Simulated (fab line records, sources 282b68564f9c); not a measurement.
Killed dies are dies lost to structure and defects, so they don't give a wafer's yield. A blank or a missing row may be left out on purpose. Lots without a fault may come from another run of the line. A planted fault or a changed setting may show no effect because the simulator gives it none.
Tool commonality check | flow rit_cmos | 13 lots, 39 wafers sampled

WHY IT WAS OPENED
At RIT_GATE_THK_MEAS_09 the reading GATE_POLY_THK is flagged on 2 of 13 lots. Wafers without a fault read 250.0 nm, standard deviation 2.2.
Rule: a lot is flagged when every wafer of it that has a number lies more than 4 standard deviations from that mean, or none has a number. The other lots count as sound.

lot  | measured    | on            | GATE_POLY_THK (nm), wafer by wafer | flag
L393 | day 2 20:35 | film_metro-01 | 249.2 250.1 249.8                  |
L394 | day 3 02:56 | film_metro-02 | 250.4 251.5 251.2                  |
L395 | day 3 07:16 | film_metro-03 | 252.6 249.3 248.1                  |
L396 | day 3 09:02 | film_metro-01 | 249.1 246.6 246.8                  |
L397 | day 3 15:04 | film_metro-01 | 250.1 248.4 248.4                  |
L398 | day 4 00:14 | film_metro-02 | 253.6 251.2 254.0                  |
L399 | day 4 08:29 | film_metro-03 | 249.6 249.9 249.8                  |
L400 | day 4 11:59 | film_metro-01 | 249.9 250.4 251.4                  |
L401 | day 4 12:00 | film_metro-03 | 253.1 253.7 251.4                  |
L402 | day 4 20:43 | film_metro-01 | 254.1 252.2 253.3                  |
L404 | day 5 14:29 | film_metro-01 | 170.4 170.2 167.2                  | FLAGGED
L406 | day 6 05:51 | film_metro-03 | 168.8 170.0 169.0                  | FLAGGED
L407 | day 6 08:08 | film_metro-03 | 250.1 250.7 250.8                  |
The numbers of the flagged lots are 169.3 nm on average: -80.7 nm against the usual, or -37 standard deviations.

WHICH TOOL RAN EACH LOT
The record holds 1 process step before the reading, out of a route of 202 steps. In each cell: the tool, then ch and the chambers that the sampled wafers went through, then the start.
lot  | flag    | RIT_GATE_CVD_08
L393 |         | lpcvd-02 ch 1, day 2 18:57
L394 |         | lpcvd-02 ch 0, day 3 01:19
L395 |         | lpcvd-01 ch 0, day 3 05:39
L396 |         | lpcvd-01 ch 0, day 3 07:23
L397 |         | lpcvd-02 ch 0, day 3 13:26
L398 |         | lpcvd-01 ch 0, day 3 22:36
L399 |         | lpcvd-02 ch 0, day 4 06:53
L400 |         | lpcvd-02 ch 1, day 4 10:22
L401 |         | lpcvd-02 ch 0, day 4 10:22
L402 |         | lpcvd-02 ch 1, day 4 19:04
L404 | FLAGGED | lpcvd-02 ch 0, day 5 12:52
L406 | FLAGGED | lpcvd-02 ch 0, day 6 03:26
L407 |         | lpcvd-01 ch 1, day 6 06:30
What these steps do:
- RIT_GATE_CVD_08: deposits poly-Si from SiH4, target thk 250 nm, time 2220 s.
- RIT_GATE_THK_MEAS_09

FLAGGED OVER TOTAL, TOOL BY TOOL (the gauges that took the reading come last)
step                 | tool          | lots run | flagged | share of the flagged lots | sound lots run after its first flagged lot
RIT_GATE_CVD_08      | lpcvd-01      | 4        | 0       | none                      | -
RIT_GATE_CVD_08      | lpcvd-02      | 9        | 2       | all                       | 0
RIT_GATE_THK_MEAS_09 | film_metro-01 | 6        | 1       | some                      | 0
RIT_GATE_THK_MEAS_09 | film_metro-02 | 2        | 0       | none                      | -
RIT_GATE_THK_MEAS_09 | film_metro-03 | 5        | 1       | some                      | 1 (L407)

WHAT THE TABLE ALLOWS
1 row of the table ran every flagged lot: lpcvd-02 at RIT_GATE_CVD_08.
- lpcvd-02 at RIT_GATE_CVD_08: 2 of its 9 lots flagged. Its last sound lot is L402 (day 4 19:04), its first flagged lot L404 (day 5 12:52): a fault that began between those two fits.
One tool is left: lpcvd-02 at RIT_GATE_CVD_08.

WHAT THE SIMULATOR HAD PUT IN
Process parameter drift: lpcvd-02, from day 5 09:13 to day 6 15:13, at RIT_GATE_CVD_08. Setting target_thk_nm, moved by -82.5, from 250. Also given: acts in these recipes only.
Lots struck among those shown: L404, L406. The rule above found the same.
